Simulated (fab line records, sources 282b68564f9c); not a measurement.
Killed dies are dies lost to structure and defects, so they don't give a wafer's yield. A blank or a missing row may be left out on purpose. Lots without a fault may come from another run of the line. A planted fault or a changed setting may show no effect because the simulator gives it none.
fab line records | flow rit_cmos
record lots=13 wafers=39 last_day=7
route steps=202 shown CONTACT@168
lots that met no fault: from a run of the same line without faults
start_h: hours from the record's first day to the start of the lot's first wafer shown | wait_h: hours since the lot's step before | " the same as in the row above | L1.1+2: a row that stands for several wafers | - no value, or no start given | * or withheld: withheld | < > ~ a bound
route shown NAME@n: a module of which the file shows steps, and the number in the route of the first | usual: mean/standard deviation of fault-free wafers | same: alike in all rows | chamber/n: place in a boat | sites: the reading at each site | _std_site: their standard deviation | _edge_site: outer sites' mean less inner sites' | radius_mm: how far each site lies from the wafer's centre | mask NAME#n: copy n | behind: the tool/chamber that last shaped the wafer | hold: why the lot was held/for how many hours/how that ended | device: the transistor (n, p or np) that didn't switch | end of line: the same wafers' tests at the end of the route | a step without rows: its recipe alone | killed: dies lost to structure and defects at the first sort, not the wafer's yield | map: a wafer's dies, x killed, . not, _ none there
set.NAME: the setting as run; set.NAME@STEP: as run at that earlier step | model.NAME: the simulator's own value behind a step, which no gauge read
steps of the route over a sample of lots; a table a step, a row a wafer
services: from which hour (start_h, from the record's first day; less than 0 if before it) a tool's chamber was out of use, for how many hours, and why
## steps
# step RIT_CONTACT_CVD_00
# recipe material=SiO2 target_thk_nm=400 precursor=TEOS temp_c=390 time_s=61 rf_w=400
# usual heater_power_w=324/57
# columns lot.wafer tool chamber start_h wait_h heater_power_w
L766.1 pecvd-03 1 55.72 0.1 219
L766.2 " 0 " " 380
L766.4 " 0 " " 406
L767.1 pecvd-02 0 61.37 0.1 361
L767.4 " 0 " " 381
L767.6 " 2 " " 365
L768.2 pecvd-04 2 65.90 0.0 330
L768.3 " 1 " " 328
L768.5 " 0 " " 292
L769.1 pecvd-03 0 67.61 0.1 374
L769.3 " 2 " " 344
L769.6 " 1 " " 207
L770.2 pecvd-02 2 75.34 0.0 359
L770.5 " 1 " " 281
L770.6 " 2 " " 378
L772.4 pecvd-02 2 83.03 0.0 392
L772.5 " 0 " " 397
L772.6 " 1 " " 251
L775.2 pecvd-02 0 97.33 0.0 341
L775.5 " 1 " " 204
L775.6 " 0 " " 348
L777.3 pecvd-04 0 106.61 0.0 283
L777.4 " 0 " " 305
L777.5 " 1 " " 319
L778.2 pecvd-02 0 115.94 0.0 388
L778.3 " 1 " " 278
L778.4 " 2 " " 334
L779.1 pecvd-03 1 118.61 0.1 244
L779.2 " 2 " " 359
L779.3 " 0 " " 358
L780.1 pecvd-04 1 125.05 0.1 272
L780.3 " 2 " " 338
L780.6 " 1 " " 285
L783.1 pecvd-04 2 136.61 0.1 339
L783.3 " 1 " " 269
L783.6 " 1 " " 287
L787.3 pecvd-02 2 157.50 0.0 404
L787.4 " 2 " " 294
L787.6 " 0 " " 321
# step RIT_CONTACT_THK_MEAS_01
# recipe reads=SiO2_of_CONTACT_CVD_00
# usual CONTACT_TEOS_THK=400/5.7
# columns lot.wafer tool chamber start_h wait_h CONTACT_TEOS_THK[nm]
L766.1 film_metro-03 - 55.77 0.0 403
L766.2 " - " " 399
L766.4 " - " " 409
L767.1 film_metro-03 - 61.42 0.0 400
L767.4 " - " " 403
L767.6 " - " " 409
L768.2 film_metro-04 - 65.96 0.0 407
L768.3 " - " " 396
L768.5 " - " " 407
L769.1 film_metro-04 - 67.66 0.0 399
L769.3 " - " " 394
L769.6 " - " " 408
L770.2 film_metro-02 - 75.40 0.0 397
L770.5 " - " " 403
L770.6 " - " " 407
L772.4 film_metro-04 - 83.09 0.0 409
L772.5 " - " " 400
L772.6 " - " " 404
L775.2 film_metro-03 - 97.39 0.0 389
L775.5 " - " " 401
L775.6 " - " " 394
L777.3 film_metro-02 - 106.68 0.0 393
L777.4 " - " " 403
L777.5 " - " " 393
L778.2 film_metro-03 - 116.00 0.0 399
L778.3 " - " " 393
L778.4 " - " " 407
L779.1 film_metro-03 - 118.66 0.0 397
L779.2 " - " " 390
L779.3 " - " " 396
L780.1 film_metro-02 - 125.10 0.0 393
L780.3 " - " " 395
L780.6 " - " " 392
L783.1 film_metro-04 - 136.66 0.0 397
L783.3 " - " " 394
L783.6 " - " " 400
L787.3 film_metro-04 - 157.57 0.0 399
L787.4 " - " " 404
L787.6 " - " " 500
## services
# columns tool chamber start_h hours kind
pecvd-04 - 69.38 0.6 repair
pecvd-03 - 81.66 1.6 repair
pecvd-03 - 108.05 2.5 repair
pecvd-03 2 122.50 5.7 repair
pecvd-03 - 138.65 14.6 pm
## key
first_sign step=RIT_CONTACT_THK_MEAS_01 reading=CONTACT_TEOS_THK direction=up sigmas=18 usual=400 struck=500
effect none on later readings
met_at RIT_CONTACT_CVD_00
struck_lots L787
struck_wafers L787.6
later_rows_left_out L787.6
sort_left_out L787.6
tester_left_out L787
onset_between 115.94 157.50
fault kind=process_parameter_drift tool=pecvd-02 chamber=0 onset_h=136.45 steps=RIT_CONTACT_CVD_00 channel=target_thk_nm offset=100 shape=step end_h=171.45 stated=400
# tester_left_out: of these lots the tester's yield and bins aren't shown, on N5 and GAA mostly nor the transistor test; their killed dies are dies lost to structure and defects alone, not to doping, threshold or leakage, so they don't give the yield
# sort_left_out: the simulated sort isn't trusted on such a fault, so these wafers' sort isn't shown, and their yield isn't known
# later_rows_left_out: the simulator's readings of these wafers behind a module that went badly wrong aren't trusted and aren't shown, but for the sort
